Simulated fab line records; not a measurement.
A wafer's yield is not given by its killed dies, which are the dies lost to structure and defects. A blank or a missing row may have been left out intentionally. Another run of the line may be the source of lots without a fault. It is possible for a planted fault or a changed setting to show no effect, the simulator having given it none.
fab line records	flow ritCmos
[record] lots = 14	wafers = 42	lastDay = 7
route steps=202 shown ACTIVE@12 PWELL@48 SILICIDE@162 M1@202
lots that met no fault: taken from a fault-free run of the same line
startH: hours from the record's opening day to when the first of the lot's shown wafers began	waitH: hours elapsed since this lot's preceding step	" as in the row above	L1.1+2: a single row standing in for several wafers	- value missing, or start not given	* or withheld: withheld	< > ~ a bound
route shown NAME@n: a module of which the file shows steps, and the number in the route of the first	usual: mean/standard deviation of fault-free wafers	same: alike in all rows	chamber/n: place in a boat	sites: each site's reading	_std_site: standard deviation across them	_edge_site: mean of outer sites minus mean of inner sites	radiusMm: for every site, how far away it sits from the centre of the wafer	mask NAME#n: copy n	behind: tool/chamber where the wafer was last shaped	hold: cause of the lot's hold/its duration in hours/its outcome	device: names the non-switching transistor (n, p or np)	end of line: the tests these same wafers got at the end of their route	a step given without rows: its recipe and nothing more	killed: at the first sort, the dies lost to defects and structure; wafer yield is something else	map: dies across one wafer; x = killed, . = not, _ = none there
set.NAME: the setting the step ran with; set.NAME@STEP: the setting that earlier step ran with	model.NAME: the simulator's own value behind a step, which no gauge read
steps of the route over a sample of lots; a table a step, a row a wafer
services: the hour from which a tool's chamber was out of use, counted from the record's first day as startH (under 0 if before that day), plus the number of hours and why
[[steps]]
[step RIT_ACTIVE_CD_MEAS_11]
[recipe] targetCdNm = 1400
[usual] cdNm = 1399.9/2.3
lot.wafer	tool	chamber	startH	waitH	cdNm
L673.3	cdSem-02	-	14.58	-	1401.2
L673.5	"	-	"	"	1400.8
L673.6	"	-	"	"	1400.9
L674.1	cdSem-02	-	19.80	-	1404.5
L674.2	"	-	"	"	1402.6
L674.6	"	-	"	"	1401.3
L675.1	cdSem-02	-	25.41	-	1401.4
L675.2	"	-	"	"	1402.7
L675.3	"	-	"	"	1399.3
L676.1	cdSem-02	-	29.59	-	1402.1
L676.4	"	-	"	"	1402.7
L676.5	"	-	"	"	1401.8
L680.1	cdSem-01	-	50.27	-	1399.7
L680.3	"	-	"	"	1399.1
L680.4	"	-	"	"	1398.3
L685.2	cdSem-01	-	74.58	-	1396.1
L685.3	"	-	"	"	1395.5
L685.5	"	-	"	"	1396.6
L686.2	cdSem-01	-	81.23	-	1397.4
L686.3	"	-	"	"	1397.6
L686.5	"	-	"	"	1395.7
L687.1	cdSem-01	-	84.44	-	1397.4
L687.2	"	-	"	"	1397.7
L687.3	"	-	"	"	1399.0
L691.1	cdSem-02	-	105.67	-	1402.2
L691.4	"	-	"	"	1403.0
L691.5	"	-	"	"	1403.1
L692.4	cdSem-01	-	109.62	-	1399.6
L692.5	"	-	"	"	1402.6
L692.6	"	-	"	"	1399.9
L693.2	cdSem-02	-	116.14	-	1398.8
L693.4	"	-	"	"	1396.4
L693.6	"	-	"	"	1397.8
L694.1	cdSem-01	-	119.47	-	1400.7
L694.5	"	-	"	"	1398.9
L694.6	"	-	"	"	1400.8
L695.2	cdSem-01	-	127.02	-	1398.3
L695.4	"	-	"	"	1396.9
L695.6	"	-	"	"	1398.6
L696.2	cdSem-02	-	131.16	-	1402.4
L696.4	"	-	"	"	1401.7
L696.5	"	-	"	"	1402.0
[step RIT_PWELL_STRIP_09]
[recipe] chemistry = O2	timeS = 180	resist = NOVOLAK	platenTempC = withheld	powerW = 500	pressureMtorr = 4000	o2FlowSccm = 4000
[usual] drypumpMotorCurrentA = 5.8/0.61
lot.wafer	tool	chamber	startH	waitH	drypumpMotorCurrentA	rfHoursCounterH
L673.3	plasmaAsher-04	0	24.04	0.1	6.1	-
L673.5	"	1	"	"	5.8	-
L673.6	"	0	"	"	6.0	-
L674.1	plasmaAsher-03	0	29.62	0.1	6.4	20
L674.2	"	1	"	"	4.8	20
L674.6	"	0	"	"	6.4	-
L675.1	plasmaAsher-03	1	33.63	0.1	4.9	21
L675.2	"	0	"	"	6.4	21
L675.3	"	0	"	"	6.4	-
L676.1	plasmaAsher-03	0	38.96	0.1	6.4	22
L676.4	"	1	"	"	4.9	-
L676.5	"	1	"	"	4.9	-
L680.1	plasmaAsher-03	0	58.84	0.1	6.4	23
L680.3	"	1	"	"	4.9	-
L680.4	"	0	"	"	6.4	-
L685.2	plasmaAsher-03	1	86.08	0.1	4.9	26
L685.3	"	1	"	"	4.9	-
L685.5	"	0	"	"	6.4	-
L686.2	plasmaAsher-03	1	89.88	0.1	4.9	27
L686.3	"	0	"	"	6.4	-
L686.5	"	0	"	"	6.3	-
L687.1	plasmaAsher-03	0	93.43	0.1	6.4	27
L687.2	"	1	"	"	4.9	27
L687.3	"	0	"	"	6.4	-
L691.1	plasmaAsher-04	1	115.92	0.1	5.8	51
L691.4	"	1	"	"	5.8	-
L691.5	"	0	"	"	6.0	-
L692.4	plasmaAsher-01	0	119.08	0.1	5.3	-
L692.5	"	0	"	"	5.3	-
L692.6	"	1	"	"	6.5	-
L693.2	plasmaAsher-01	1	124.14	0.1	6.5	52
L693.4	"	0	"	"	5.2	-
L693.6	"	0	"	"	5.2	-
L694.1	plasmaAsher-03	0	130.02	0.1	6.4	28
L694.5	"	1	"	"	4.9	-
L694.6	"	0	"	"	6.3	-
L695.2	plasmaAsher-01	0	135.09	0.1	5.2	53
L695.4	"	1	"	"	6.5	-
L695.6	"	1	"	"	6.5	-
L696.2	plasmaAsher-04	1	140.63	0.1	5.7	55
L696.4	"	1	"	"	5.7	-
L696.5	"	1	"	"	5.8	-
[step RIT_SILICIDE_SPUTTER_01]
[recipe] material = Ti	targetThkNm = 30	powerW = 350	chamberPressurePa = 0.667	gas = Ar	timeS = 240	substrateTempC = 25
[usual] throttleValvePct = 30.4/0.7
lot.wafer	tool	chamber	startH	waitH	throttleValvePct
L673.3	pvdSputter-03	-	53.34	0.0	29.8
L673.5	"	-	"	"	29.6
L673.6	"	-	"	"	30.9
L674.1	pvdSputter-01	-	60.19	0.0	29.8
L674.2	"	-	"	"	30.8
L674.6	"	-	"	"	28.9
L675.1	pvdSputter-03	-	62.78	0.0	29.8
L675.2	"	-	"	"	30.4
L675.3	"	-	"	"	29.5
L676.1	pvdSputter-01	-	66.24	0.0	30.6
L676.4	"	-	"	"	30.9
L676.5	"	-	"	"	29.3
L680.1	pvdSputter-01	-	88.01	0.0	29.0
L680.3	"	-	"	"	29.8
L680.4	"	-	"	"	30.9
L685.2	pvdSputter-03	-	117.00	0.0	31.2
L685.3	"	-	"	"	29.9
L685.5	"	-	"	"	30.5
L686.2	pvdSputter-01	-	119.66	0.0	29.0
L686.3	"	-	"	"	31.0
L686.5	"	-	"	"	30.8
L687.1	pvdSputter-03	-	121.34	0.0	29.7
L687.2	"	-	"	"	30.4
L687.3	"	-	"	"	29.5
L691.1	pvdSputter-04	-	143.85	0.0	31.0
L691.4	"	-	"	"	31.1
L691.5	"	-	"	"	31.5
L692.4	pvdSputter-03	-	145.96	0.0	30.5
L692.5	"	-	"	"	29.3
L692.6	"	-	"	"	31.1
L693.2	pvdSputter-03	-	156.23	0.0	30.4
L693.4	"	-	"	"	29.8
L693.6	"	-	"	"	31.0
L694.1	pvdSputter-04	-	161.18	0.0	31.3
L694.5	"	-	"	"	31.5
L694.6	"	-	"	"	31.7
L695.2	pvdSputter-03	-	165.42	0.0	30.0
L695.4	"	-	"	"	31.3
L695.6	"	-	"	"	30.9
L696.2	pvdSputter-04	-	169.41	0.0	29.9
L696.4	"	-	"	"	31.8
L696.5	"	-	"	"	30.7
[step RIT_SILICIDE_RS_MEAS_02]
[recipe] thkMeasGauge = four-point-probe	reads = Ti_of_SILICIDE_SPUTTER_01
[usual] SILICIDE_TI_RS = 48.2/0.69
lot.wafer	tool	chamber	startH	waitH	SILICIDE_TI_RS[ohm/sq]
L673.3	filmMetro-04	-	53.53	0.1	47.2
L673.5	"	-	"	"	48.2
L673.6	"	-	"	"	48.4
L674.1	filmMetro-01	-	60.34	0.1	47.6
L674.2	"	-	"	"	48.2
L674.6	"	-	"	"	47.8
L675.1	filmMetro-01	-	62.93	0.1	48.1
L675.2	"	-	"	"	47.8
L675.3	"	-	"	"	48.4
L676.1	filmMetro-02	-	66.39	0.1	48.6
L676.4	"	-	"	"	48.6
L676.5	"	-	"	"	48.1
L680.1	filmMetro-02	-	88.16	0.1	65.8
L680.3	"	-	"	"	64.5
L680.4	"	-	"	"	67.0
L685.2	filmMetro-02	-	117.17	0.1	49.4
L685.3	"	-	"	"	48.3
L685.5	"	-	"	"	48.2
L686.2	filmMetro-01	-	119.83	0.1	65.6
L686.3	"	-	"	"	66.4
L686.5	"	-	"	"	66.0
L687.1	filmMetro-04	-	121.49	0.1	48.1
L687.2	"	-	"	"	48.4
L687.3	"	-	"	"	49.2
L691.1	filmMetro-02	-	144.00	0.1	48.0
L691.4	"	-	"	"	48.6
L691.5	"	-	"	"	48.7
L692.4	filmMetro-01	-	146.17	0.1	47.2
L692.5	"	-	"	"	47.9
L692.6	"	-	"	"	48.4
L693.2	filmMetro-04	-	156.40	0.1	47.3
L693.4	"	-	"	"	47.6
L693.6	"	-	"	"	48.7
L694.1	filmMetro-01	-	161.33	0.1	48.9
L694.5	"	-	"	"	48.2
L694.6	"	-	"	"	48.1
L695.2	filmMetro-01	-	165.59	0.1	47.0
L695.4	"	-	"	"	48.1
L695.6	"	-	"	"	47.8
L696.2	filmMetro-04	-	169.58	0.1	48.1
L696.4	"	-	"	"	49.1
L696.5	"	-	"	"	47.8
[step RIT_SILICIDE_THK_MEAS_03]
[recipe] thkMeasGauge = xrf	reads = Ti_of_SILICIDE_SPUTTER_01
[usual] SILICIDE_TI_THK = 29.5/0.39
lot.wafer	tool	chamber	startH	waitH	SILICIDE_TI_THK[nm]
L673.3	filmMetro-04	-	53.63	0.1	30.1
L673.5	"	-	"	"	29.7
L673.6	"	-	"	"	29.7
L674.1	filmMetro-01	-	60.46	0.1	29.6
L674.2	"	-	"	"	29.4
L674.6	"	-	"	"	29.5
L675.1	filmMetro-01	-	63.05	0.1	29.6
L675.2	"	-	"	"	29.5
L675.3	"	-	"	"	29.4
L676.1	filmMetro-02	-	66.51	0.1	29.4
L676.4	"	-	"	"	29.4
L676.5	"	-	"	"	29.7
L680.1	filmMetro-02	-	88.28	0.1	23.0
L680.3	"	-	"	"	23.4
L680.4	"	-	"	"	22.6
L685.2	filmMetro-02	-	117.28	0.1	28.8
L685.3	"	-	"	"	29.5
L685.5	"	-	"	"	29.5
L686.2	filmMetro-01	-	119.94	0.1	23.0
L686.3	"	-	"	"	22.6
L686.5	"	-	"	"	22.8
L687.1	filmMetro-04	-	121.61	0.1	29.7
L687.2	"	-	"	"	29.7
L687.3	"	-	"	"	29.2
L691.1	filmMetro-02	-	144.12	0.1	29.6
L691.4	"	-	"	"	29.3
L691.5	"	-	"	"	29.2
L692.4	filmMetro-01	-	146.26	0.1	30.1
L692.5	"	-	"	"	29.7
L692.6	"	-	"	"	29.3
L693.2	filmMetro-04	-	156.51	0.1	30.1
L693.4	"	-	"	"	29.9
L693.6	"	-	"	"	29.5
L694.1	filmMetro-01	-	161.45	0.1	29.4
L694.5	"	-	"	"	29.5
L694.6	"	-	"	"	29.7
L695.2	filmMetro-01	-	165.70	0.1	30.3
L695.4	"	-	"	"	29.6
L695.6	"	-	"	"	29.7
L696.2	filmMetro-04	-	169.69	0.1	29.7
L696.4	"	-	"	"	29.1
L696.5	"	-	"	"	29.9
[step RIT_SILICIDE_RTA_04]
[recipe] tempC = 650	timeS = 10	idleTempC = 25	rampUpS = 5	rampDownS = 5	coolToC = 25	ambient = N2
[usual] wafer_temp_C_max = 653.2/0.67
lot.wafer	tool	chamber	startH	waitH	wafer_temp_C_max
L673.3	rtpAnneal-01	0	53.69	0.1	652.7
L673.5	"	0	"	"	653.0
L673.6	"	0	"	"	653.6
L674.1	rtpAnneal-02	0	60.52	0.1	653.0
L674.2	"	0	"	"	653.4
L674.6	"	0	"	"	653.5
L675.1	rtpAnneal-01	0	63.11	0.1	653.4
L675.2	"	0	"	"	653.6
L675.3	"	0	"	"	654.2
L676.1	rtpAnneal-02	0	66.57	0.1	652.8
L676.4	"	0	"	"	654.4
L676.5	"	0	"	"	654.7
L680.1	rtpAnneal-02	0	88.34	0.1	653.7
L680.3	"	0	"	"	653.7
L680.4	"	0	"	"	653.4
L685.2	rtpAnneal-01	0	117.34	0.1	652.7
L685.3	"	0	"	"	652.4
L685.5	"	0	"	"	652.3
L686.2	rtpAnneal-02	0	120.00	0.1	654.4
L686.3	"	0	"	"	654.1
L686.5	"	0	"	"	654.4
L687.1	rtpAnneal-01	0	121.67	0.1	652.1
L687.2	"	0	"	"	652.5
L687.3	"	0	"	"	652.5
L691.1	rtpAnneal-01	0	144.18	0.1	652.6
L691.4	"	0	"	"	652.4
L691.5	"	0	"	"	652.9
L692.4	rtpAnneal-02	0	146.32	0.1	653.2
L692.5	"	0	"	"	653.8
L692.6	"	0	"	"	653.1
L693.2	rtpAnneal-01	0	156.57	0.1	653.4
L693.4	"	0	"	"	653.4
L693.6	"	0	"	"	652.9
L694.1	rtpAnneal-02	0	161.51	0.1	653.9
L694.5	"	0	"	"	653.1
L694.6	"	0	"	"	652.7
L695.2	rtpAnneal-01	0	165.76	0.1	652.7
L695.4	"	0	"	"	653.0
L695.6	"	0	"	"	654.1
L696.2	rtpAnneal-02	0	169.75	0.1	652.7
L696.4	"	0	"	"	653.8
L696.5	"	0	"	"	654.7
[step RIT_M1_PROBE_99]
[usual] killedAtContacts = 0.0/0.22	killedAtFrontEnd = 7/3.3	killedDies = 7/3.3	killedOpen = 3.3/1.9	killedShort = 3.6/2.1
[same] grossDies = 264	killed_at_M0_to_M3 = 0	killed_at_M4_up = 0	killedAtBackSide = 0	killedAtOther = 0
lot.wafer	tool	chamber	startH	waitH	killedAtContacts	killedAtFrontEnd	killedDies	killedOpen	killedShort
L673.3	prober-01	-	60.21	0.2	0	9	9	4	5
L673.5	prober-01	-	60.31	0.2	0	14	14	5	9
L673.6	prober-01	-	60.36	0.2	0	11	11	5	6
L674.1	prober-02	-	67.24	0.1	0	8	8	4	4
L674.2	prober-02	-	67.29	0.1	0	8	8	3	3
L674.6	prober-02	-	67.49	0.2	0	3	3	2	1
L675.1	prober-01	-	69.61	0.1	0	5	5	3	2
L675.2	prober-01	-	69.66	0.1	0	1	1	1	0
L675.3	prober-01	-	69.71	0.2	0	6	6	4	2
L676.1	prober-02	-	73.39	0.1	0	6	6	2	4
L676.4	prober-02	-	73.54	0.2	0	4	4	3	1
L676.5	prober-02	-	73.59	0.2	0	13	13	5	8
L680.1	prober-02	-	94.95	0.1	0	7	7	4	3
L680.3	prober-02	-	95.05	0.2	0	4	4	2	0
L680.4	prober-02	-	95.10	0.2	0	11	11	5	6
L685.2	prober-01	-	124.09	0.1	0	12	12	6	6
L685.3	prober-01	-	124.14	0.2	0	4	4	2	2
L685.5	prober-01	-	124.24	0.2	0	4	4	2	2
L686.2	prober-02	-	126.57	0.1	0	6	6	2	4
L686.3	prober-02	-	126.62	0.2	2	9	11	4	7
L686.5	prober-02	-	126.72	0.2	0	10	10	4	6
L687.1	prober-01	-	128.40	0.1	0	8	8	4	4
L687.2	prober-01	-	128.45	0.1	0	6	6	2	4
L687.3	prober-01	-	128.50	0.2	0	7	7	2	5
L691.1	prober-01	-	150.66	0.1	0	6	6	2	4
L691.4	prober-01	-	150.81	0.2	0	12	12	5	7
L691.5	prober-01	-	150.86	0.2	0	4	4	0	4
L692.4	prober-02	-	152.90	0.2	1	5	6	4	2
L692.5	prober-02	-	152.95	0.2	0	8	8	4	4
L692.6	prober-02	-	153.00	0.2	0	3	3	2	1
L693.2	prober-01	-	163.13	0.1	0	13	13	5	8
L693.4	prober-01	-	163.23	0.2	0	8	8	3	5
L693.6	prober-01	-	163.33	0.2	0	9	9	3	6
L694.1	prober-02	-	168.22	0.1	0	6	6	4	2
L694.5	prober-02	-	168.42	0.2	0	9	9	6	3
L694.6	prober-02	-	168.47	0.2	0	11	11	2	9
L695.2	prober-01	-	172.38	0.1	1	10	11	3	8
L695.4	prober-01	-	172.48	0.2	0	12	12	8	4
L695.6	prober-01	-	172.58	0.2	0	2	2	2	0
L696.2	prober-02	-	176.73	0.1	0	6	6	4	2
L696.4	prober-02	-	176.83	0.2	0	6	6	3	3
L696.5	prober-02	-	176.88	0.2	0	7	7	2	5
// killed by level:class
L673.3 GATE:geometricParticle:short=3 GATE:geometricParticle:open=2 FOX2:geometricParticle:open=1 SPACER:geometricParticle:short=1 SILICIDE:geometricParticle:open=1 SILICIDE:geometricParticle:short=1
L673.5 GATE:geometricParticle:short=6 GATE:geometricParticle:open=4 REOX:geometricParticle:short=3 FOX1:geometricParticle:open=1
L673.6 GATE:geometricParticle:open=4 SILICIDE:geometricParticle:short=3 GATE:geometricParticle:short=2 FOX1:geometricParticle:short=1 REOX:geometricParticle:open=1
L674.1 GATE:geometricParticle:short=3 GATE:geometricParticle:open=2 FOX1:geometricParticle:open=1 REOX:geometricParticle:short=1 SILICIDE:geometricParticle:open=1
L674.2 FOX1:geometricParticle:short=2 GATE:geometricParticle:open=2 PSD:coatMicrobubblePrinted=2 FOX1:geometricParticle:open=1 GATE:geometricParticle:short=1
L674.6 GATE:geometricParticle:short=1 GATE:geometricParticle:open=1 SILICIDE:geometricParticle:open=1
L675.1 FOX1:geometricParticle:open=1 FOX2:geometricParticle:short=1 GATE:geometricParticle:short=1 REOX:geometricParticle:open=1 SILICIDE:geometricParticle:open=1
L675.2 GATE:geometricParticle:open=1
L675.3 GATE:geometricParticle:open=3 FOX2:geometricParticle:open=1 FOX2:geometricParticle:short=1 GATE:geometricParticle:short=1
L676.1 SPACER:geometricParticle:short=2 FOX2:geometricParticle:short=1 GATE:geometricParticle:open=1 GATE:geometricParticle:short=1 SILICIDE:geometricParticle:open=1
L676.4 GATE:geometricParticle:open=1 GATE:geometricParticle:short=1 SPACER:geometricParticle:open=1 SILICIDE:geometricParticle:open=1
L676.5 GATE:geometricParticle:short=3 SILICIDE:geometricParticle:short=3 GATE:geometricParticle:open=2 FOX1:geometricParticle:open=1 FOX1:geometricParticle:short=1 SPACER:geometricParticle:short=1 SPACER:geometricParticle:open=1 SILICIDE:geometricParticle:open=1
L680.1 FOX2:geometricParticle:open=2 SILICIDE:geometricParticle:open=2 FOX2:geometricParticle:short=1 GATE:geometricParticle:short=1 SILICIDE:geometricParticle:short=1
L680.3 ACTIVE:coatMicrobubblePrinted=2 ACTIVE:geometricParticle:open=1 GATE:geometricParticle:open=1
L680.4 FOX2:geometricParticle:open=2 GATE:geometricParticle:short=2 REOX:geometricParticle:short=2 FOX2:geometricParticle:short=1 REOX:geometricParticle:open=1 SPACER:geometricParticle:short=1 SPACER:geometricParticle:open=1 SILICIDE:geometricParticle:open=1
L685.2 GATE:geometricParticle:short=3 GATE:geometricParticle:open=3 SPACER:geometricParticle:open=2 SPACER:geometricParticle:short=2 REOX:geometricParticle:short=1 REOX:geometricParticle:open=1
L685.3 FOX1:geometricParticle:open=1 GATE:geometricParticle:short=1 SILICIDE:geometricParticle:short=1 SILICIDE:geometricParticle:open=1
L685.5 FOX1:geometricParticle:open=2 FOX1:geometricParticle:short=1 SILICIDE:geometricParticle:short=1
L686.2 GATE:geometricParticle:open=2 REOX:geometricParticle:short=2 FOX1:geometricParticle:short=1 GATE:geometricParticle:short=1
L686.3 FOX1:geometricParticle:short=2 CONTACT:geometricParticle:short=2 FOX1:geometricParticle:open=1 FOX2:geometricParticle:open=1 GATE:geometricParticle:open=1 GATE:geometricParticle:short=1 REOX:geometricParticle:short=1 SPACER:geometricParticle:open=1
L686.5 SILICIDE:geometricParticle:short=3 GATE:geometricParticle:short=2 SILICIDE:geometricParticle:open=2 GATE:geometricParticle:open=1 REOX:geometricParticle:open=1 SPACER:geometricParticle:short=1
L687.1 FOX1:geometricParticle:short=1 FOX1:geometricParticle:open=1 FOX2:geometricParticle:short=1 GATE:geometricParticle:open=1 REOX:geometricParticle:open=1 SPACER:geometricParticle:open=1 SPACER:geometricParticle:short=1 SILICIDE:geometricParticle:short=1
L687.2 SPACER:geometricParticle:short=3 GATE:geometricParticle:open=1 REOX:geometricParticle:short=1 SPACER:geometricParticle:open=1
L687.3 FOX1:geometricParticle:short=2 FOX2:geometricParticle:short=1 GATE:geometricParticle:open=1 GATE:geometricParticle:short=1 SILICIDE:geometricParticle:open=1 SILICIDE:geometricParticle:short=1
L691.1 REOX:geometricParticle:short=2 FOX1:geometricParticle:open=1 GATE:geometricParticle:open=1 GATE:geometricParticle:short=1 SPACER:geometricParticle:short=1
L691.4 REOX:geometricParticle:short=3 SPACER:geometricParticle:short=3 GATE:geometricParticle:open=2 FOX1:geometricParticle:open=1 FOX1:geometricParticle:short=1 REOX:geometricParticle:open=1 SPACER:geometricParticle:open=1
L691.5 GATE:geometricParticle:short=2 SILICIDE:geometricParticle:short=2
L692.4 GATE:geometricParticle:open=2 REOX:geometricParticle:open=2 REOX:geometricParticle:short=1 CONTACT:geometricParticle:short=1
L692.5 REOX:geometricParticle:short=3 REOX:geometricParticle:open=2 FOX2:geometricParticle:open=1 GATE:geometricParticle:open=1 GATE:geometricParticle:short=1
L692.6 GATE:geometricParticle:short=1 GATE:geometricParticle:open=1 REOX:geometricParticle:open=1
L693.2 FOX1:geometricParticle:open=3 FOX1:geometricParticle:short=3 GATE:geometricParticle:short=2 FOX2:geometricParticle:short=1 REOX:geometricParticle:open=1 SPACER:geometricParticle:short=1 SILICIDE:geometricParticle:open=1 SILICIDE:geometricParticle:short=1
L693.4 FOX1:geometricParticle:short=2 GATE:geometricParticle:short=2 REOX:geometricParticle:open=2 FOX1:geometricParticle:open=1 REOX:geometricParticle:short=1
L693.6 GATE:geometricParticle:short=4 FOX1:geometricParticle:open=2 FOX1:geometricParticle:short=1 GATE:geometricParticle:open=1 REOX:geometricParticle:short=1
L694.1 GATE:geometricParticle:open=4 FOX1:geometricParticle:short=1 GATE:geometricParticle:short=1
L694.5 GATE:geometricParticle:short=3 GATE:geometricParticle:open=2 FOX2:geometricParticle:open=1 REOX:geometricParticle:open=1 SPACER:geometricParticle:open=1 SILICIDE:geometricParticle:open=1
L694.6 GATE:geometricParticle:short=4 REOX:geometricParticle:short=3 SILICIDE:geometricParticle:short=2 GATE:geometricParticle:open=1 REOX:geometricParticle:open=1
L695.2 GATE:geometricParticle:short=4 REOX:geometricParticle:short=2 SPACER:geometricParticle:short=2 FOX2:geometricParticle:open=1 SILICIDE:geometricParticle:open=1 CONTACT:geometricParticle:open=1
L695.4 GATE:geometricParticle:open=6 SILICIDE:geometricParticle:open=2 SILICIDE:geometricParticle:short=2 FOX1:geometricParticle:short=1 GATE:geometricParticle:short=1
L695.6 GATE:geometricParticle:open=1 SILICIDE:geometricParticle:open=1
L696.2 FOX1:geometricParticle:open=1 GATE:geometricParticle:short=1 GATE:geometricParticle:open=1 SPACER:geometricParticle:short=1 SPACER:geometricParticle:open=1 SILICIDE:geometricParticle:open=1
L696.4 GATE:geometricParticle:short=3 REOX:geometricParticle:open=2 FOX1:geometricParticle:open=1
L696.5 SPACER:geometricParticle:short=2 FOX2:geometricParticle:short=1 FOX2:geometricParticle:open=1 GATE:geometricParticle:short=1 REOX:geometricParticle:short=1 SPACER:geometricParticle:open=1
[[services]]
tool	chamber	startH	hours	kind
plasmaAsher-04	-	32.25	2.2	repair
plasmaAsher-03	-	41.25	0.8	repair
rtpAnneal-01	-	68.49	3.4	pm
plasmaAsher-03	-	99.91	28.1	pm
pvdSputter-03	-	102.80	12.0	repair
plasmaAsher-01	-	129.07	1.5	repair
plasmaAsher-03	-	136.23	5.4	repair
pvdSputter-01	-	138.47	10.1	repair
plasmaAsher-04	-	166.80	0.8	repair
[[key]]
[firstSign] step = RIT_SILICIDE_RS_MEAS_02	reading = SILICIDE_TI_RS	direction = up	sigmas = 25	usual = 48.2	struck = 65.9
[effect] step = RIT_SILICIDE_THK_MEAS_03	reading = SILICIDE_TI_THK	direction = down	sigmas = 17	usual = 29.5	struck = 22.9
metAt RIT_SILICIDE_SPUTTER_01
struckLots L680,L686
testerLeftOut L680,L686
[loopTrim] step = RIT_M1_EXPOSE_06	setting = dose	lots = L680
notActingAt RIT_ACTIVE_CD_MEAS_11,RIT_PWELL_STRIP_09,RIT_SILICIDE_RTA_04
onsetBetween 66.24 88.01
[fault] kind = processParameterDrift	tool = pvdSputter-01	chamber = -	onsetH = 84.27	steps = RIT_SILICIDE_SPUTTER_01	channel = targetThkNm	offset = -6.3875	shape = step	endH = 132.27	actsIn = theseRecipesOnly	stated = 30
// testerLeftOut: of these lots the tester's yield and bins aren't shown, on N5 and GAA mostly nor the transistor test; their killed dies are dies lost to structure and defects alone, not to doping, threshold or leakage, so they don't give the yield
// loopTrim: a control loop set the setting to another value than it would have without faults
